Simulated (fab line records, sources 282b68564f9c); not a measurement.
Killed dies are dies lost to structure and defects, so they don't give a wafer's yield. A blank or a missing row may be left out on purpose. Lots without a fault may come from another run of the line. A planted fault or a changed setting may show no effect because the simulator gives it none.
Which tool did it? | flow rit_cmos | 14 lots, 42 wafers sampled, at 2 steps of a route of 202

WHAT THE GAUGES READ, wafer by wafer
RIT_ACTIVE_THK_MEAS_02. Usual: ACTIVE_OXIDE_THK 46.7 nm, standard deviation 1.3.
lot  | measured    | on            | ACTIVE_OXIDE_THK (nm) | flag
L221 | day 1 12:03 | film_metro-01 | 46.2 45.7 46.3        |
L223 | day 1 22:05 | film_metro-04 | 46.0 46.3 46.6        |
L227 | day 2 18:20 | film_metro-04 | 44.6 44.0 44.2        |
L228 | day 3 00:10 | film_metro-02 | 47.1 47.7 46.9        |
L229 | day 3 04:04 | film_metro-02 | 48.0 49.5 48.4        |
L230 | day 3 11:05 | film_metro-02 | 28.7 28.8 27.9        | OFF
L231 | day 3 15:25 | film_metro-02 | 29.3 29.2 29.0        | OFF
L235 | day 4 10:37 | film_metro-01 | 47.0 47.7 46.7        |
L236 | day 4 15:34 | film_metro-02 | 46.9 46.9 46.8        |
L238 | day 5 01:15 | film_metro-01 | 47.7 48.8 47.7        |
L240 | day 5 11:20 | film_metro-04 | 46.5 46.6 45.9        |
L241 | day 5 16:26 | film_metro-02 | 46.5 45.9 47.5        |
L243 | day 6 03:10 | film_metro-01 | 47.1 47.1 47.2        |
L244 | day 6 07:38 | film_metro-01 | 46.0 46.6 46.0        |

WHICH TOOL RAN EACH LOT (tool, then ch and the chambers of the sampled wafers, then the start)
lot  | RIT_ACTIVE_OXIDATION_01
L221 | furnace-01 ch 0, day 1 10:07
L223 | furnace-01 ch 0, day 1 20:08
L227 | furnace-04 ch 0, day 2 16:24
L228 | furnace-03 ch 0, day 2 22:14
L229 | furnace-03 ch 0, day 3 02:07
L230 | furnace-01 ch 0, day 3 09:09
L231 | furnace-01 ch 0, day 3 13:28
L235 | furnace-03 ch 0, day 4 08:41
L236 | furnace-04 ch 0, day 4 13:38
L238 | furnace-04 ch 0, day 4 23:17
L240 | furnace-03 ch 0, day 5 09:24
L241 | furnace-04 ch 0, day 5 14:30
L243 | furnace-04 ch 0, day 6 01:14
L244 | furnace-04 ch 0, day 6 05:43
- RIT_ACTIVE_OXIDATION_01: target thk 46.8 nm, ox time 3360 s.

WHAT THE TOOLS THEMSELVES READ (means of the sampled wafers that have a number; where no wafer has one, the mark that the record gives instead)
The record holds no such reading with a usual standard deviation.

THE ANSWER, worked out from the rows above alone
Rule: a lot is off if the mean of its wafers that have a number lies more than 3 standard deviations from the usual mean. A lot without any number at a reading at which 4 lots or more have one is off too. The other lots that the step has rows for count as sound. The gauges are gone through in route order, then the tools' own readings, and for those a lot's mean is taken as printed above. The first step at which some lot is off is used, and at that step the reading that is off furthest; a lot without a number counts as furthest.
Off: L230, L231, at RIT_ACTIVE_THK_MEAS_02 (ACTIVE_OXIDE_THK).
A tool fits if, at a process step before that reading, it ran every lot that is off, and no sound lot after the first of them. The gauges at RIT_ACTIVE_THK_MEAS_02 are tried like those tools. One fits: furnace-01 at RIT_ACTIVE_OXIDATION_01. Its last sound lot is L223 (day 1 20:08), its first lot that is off L230 (day 3 09:09): a fault that began between those two fits.

WHAT THE SIMULATOR HAD PUT IN
Process parameter drift: furnace-01, from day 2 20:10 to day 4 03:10, at RIT_ACTIVE_OXIDATION_01. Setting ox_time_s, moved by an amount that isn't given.
Lots struck among those shown: L230, L231. The rule above found the same.
